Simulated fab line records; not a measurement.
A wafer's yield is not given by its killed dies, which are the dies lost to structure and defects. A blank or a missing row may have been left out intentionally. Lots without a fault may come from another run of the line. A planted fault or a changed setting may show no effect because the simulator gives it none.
A struck lot beside a sound one || flow rit-cmos || 43 out of 202 route steps
Sound: these wafers, L854.3, L854.4, L854.6. The struck wafers were L861.3, L861.5, L861.6. The cause comes at the end.
Per side, at each step with rows, come the tool, then ch with its chambers, and then its first start. Under that, the readings that differ: sound wafers || struck wafers || difference of the means || sigmas: that difference in standard deviations of wafers without a fault.
alike: words and numbers the same on both sides, and readings whose means are apart by under 2 such deviations; not compared: readings that were withheld, readings missing a value for some wafer, numbers with overlapping values and no deviation given by the record, and bounds like >300 which may hide the same value.
A row with sigmas, a row that says differs or no value, or rows on one side alone: a step with any of these is where the two part. Non-overlapping numbers with no deviation appear without sigmas and do not part them. A reading that every wafer of one side lacks parts them only if that side has two wafers or more.

first, 2 steps without rows for these wafers: RIT_NLDD_HARDBAKE_07 (time 60 s); RIT_NLDD_IMPLANT_08.
RIT_NLDD_STRIP_09: strips in O2, time 180 s.
  sound on plasma-asher-03 ch 0,1, day 4 05:25; struck on plasma-asher-02 ch 0,1, day 5 22:49
  alike: drypump-motor-current-A
  not compared: rf-hours-counter-h
RIT_NLDD_TW_MEAS_10:
  sound: film-metro-04 at day 4 05:33; struck: film-metro-04 at day 5 22:57
  alike: NLDD_TW
then, 6 steps without rows for these wafers: RIT_PLDD_HMDS_00 (prime time 60 s); RIT_PLDD_COAT_01 (resist thk 982.6 nm); RIT_PLDD_SOFTBAKE_02 (time 60 s); RIT_PLDD_EXPOSE_03 (exposes mask M8, target cd 40900 nm); RIT_PLDD_PEB_04; RIT_PLDD_DEVELOP_05 (develop time 50 s).
RIT_PLDD_OVL_MEAS_06:
  sound: overlay-01 at day 4 06:27; struck: overlay-02 at day 5 23:51
  alike: PLDD_OVL
then, 1 step without rows for these wafers: RIT_PLDD_HARDBAKE_07 (time 60 s).
RIT_PLDD_IMPLANT_08:
  sound on implanter-03 ch 0, day 4 06:41; struck on implanter-03 ch 0, day 6 00:05
RIT_PLDD_STRIP_09: strips in O2, time 180 s.
  sound on plasma-asher-01 ch 0,1, day 4 06:50; struck on plasma-asher-01 ch 0,1, day 6 00:14
  alike: drypump-motor-current-A
  not compared: rf-hours-counter-h
RIT_PLDD_TW_MEAS_10:
  sound: film-metro-03 at day 4 06:58; struck: film-metro-03 at day 6 00:22
  alike: PLDD_TW
then, 4 steps without rows for these wafers: RIT_SPACER_CLEAN_00 (cleans in SC1, time 600 s); RIT_SPACER_CLEAN_01 (cleans in dHF, time 30 s); RIT_SPACER_CLEAN_02 (cleans in SC2, time 600 s); RIT_SPACER_CVD_03 (deposits Si3N4 from SiH2Cl2/NH3, target thk 250 nm, time 3300 s).
RIT_SPACER_THK_MEAS_04:
  sound: film-metro-01 at day 4 09:20; struck: film-metro-01 at day 6 02:44
{"reading": "SPACER_NITRIDE_THK (nm)", "sound": "249.1 247.8 245.1", "struck": "253.0 251.9 254.6", "difference": "+5.8", "sigmas": "+3"}
RIT_SPACER_ETCHBACK_05: etches Si3N4 in SF6/CHF3, stops on SiO2, target depth 250 nm, time 240 s.
  sound on rie-diel-03 ch 2,3, day 4 09:22; struck on rie-diel-04 ch 0,2, day 6 02:46
  alike: drypump-motor-current-A, oes-product-au, throttle-valve-pct
  not compared: rf-hours-counter-h
then, 6 steps without rows for these wafers: RIT_NSD_HMDS_00 (prime time 60 s); RIT_NSD_COAT_01 (resist thk 1000 nm); RIT_NSD_SOFTBAKE_02 (time 60 s); RIT_NSD_EXPOSE_03 (exposes mask M9, target cd 40700 nm); RIT_NSD_PEB_04; RIT_NSD_DEVELOP_05 (develop time 50 s).
RIT_NSD_OVL_MEAS_06:
  sound: overlay-01 at day 4 10:23; struck: overlay-02 at day 6 03:55
  alike: NSD_OVL
then, 2 steps without rows for these wafers: RIT_NSD_HARDBAKE_07 (time 60 s); RIT_NSD_IMPLANT_08.
RIT_NSD_STRIP_09: strips in O2, time 180 s.
  sound on plasma-asher-01 ch 0,1, day 4 10:47; struck on plasma-asher-01 ch 0,1, day 6 04:17
  alike: drypump-motor-current-A
  not compared: rf-hours-counter-h
RIT_NSD_TW_MEAS_10:
  sound: film-metro-03 at day 4 10:55; struck: film-metro-04 at day 6 04:26
  alike: NSD_TW
then, 6 steps without rows for these wafers: RIT_PSD_HMDS_00 (prime time 60 s); RIT_PSD_COAT_01 (resist thk 1000 nm); RIT_PSD_SOFTBAKE_02 (time 60 s); RIT_PSD_EXPOSE_03 (exposes mask M10, target cd 40900 nm); RIT_PSD_PEB_04; RIT_PSD_DEVELOP_05 (develop time 50 s).
RIT_PSD_OVL_MEAS_06:
  sound: overlay-01 at day 4 11:49; struck: overlay-01 at day 6 05:20
  alike: PSD_OVL
then, 2 steps without rows for these wafers: RIT_PSD_HARDBAKE_07 (time 60 s); RIT_PSD_IMPLANT_08.
RIT_PSD_STRIP_09: strips in O2, time 180 s.
  sound on plasma-asher-01 ch 0,1, day 4 12:12; struck on plasma-asher-01 ch 0,1, day 6 05:43
  alike: drypump-motor-current-A
  not compared: rf-hours-counter-h
RIT_M1_PROBE_99:
  sound: prober-01 at day 4 23:14; struck: prober-02 at day 6 13:58
{"reading": "model.etest.pldd.rs-ohm-sq-rim-less-centre", "sound": "0.6295 -2.795 1.395", "struck": "-24.32 -30.33 -21.24", "difference": -25.04, "sigmas": ""}
{"reading": "model.etest.pldd.rs-ohm-sq-range", "sound": "9.95 8.484 8.127", "struck": "29.19 32.97 25.65", "difference": "+20.42", "sigmas": ""}
{"reading": "model.etest.pmos_0p15.gate-bv-v (V)", "sound": "4.736 4.715 4.757", "struck": "4.547 4.52 4.468", "difference": -0.224, "sigmas": ""}
{"reading": "model.etest.pmos_0p15.bv-v (V)", "sound": "5.691 5.671 5.72", "struck": "5.577 5.552 5.509", "difference": -0.148, "sigmas": ""}
{"reading": "model.etest.pmos_0p3.bv-v (V)", "sound": "5.69 5.669 5.718", "struck": "5.577 5.552 5.508", "difference": -0.147, "sigmas": ""}
{"reading": "model.etest.antenna-poly.vt-shift-v (V)", "sound": "-0.009481 -0.005085 -0.00409", "struck": "-0.02527 -0.0232 -0.02123", "difference": -0.01701, "sigmas": ""}
  alike: killed-at-contacts, killed-at-front-end, killed-dies, killed-open, killed-short
  not compared: model.etest.pmos_0p15.drive-ua-um-rim-less-centre, model.etest.pmos_0p15.drive-ua-um-range

## WHERE THEY PART
Only at RIT_SPACER_THK_MEAS_04, as far as this record shows. Later steps at which nothing parts them and some readings are alike: RIT_SPACER_ETCHBACK_05, RIT_NSD_OVL_MEAS_06, RIT_NSD_STRIP_09, RIT_NSD_TW_MEAS_10, RIT_PSD_OVL_MEAS_06, RIT_PSD_STRIP_09, RIT_M1_PROBE_99.

WHY: what the simulator had put in
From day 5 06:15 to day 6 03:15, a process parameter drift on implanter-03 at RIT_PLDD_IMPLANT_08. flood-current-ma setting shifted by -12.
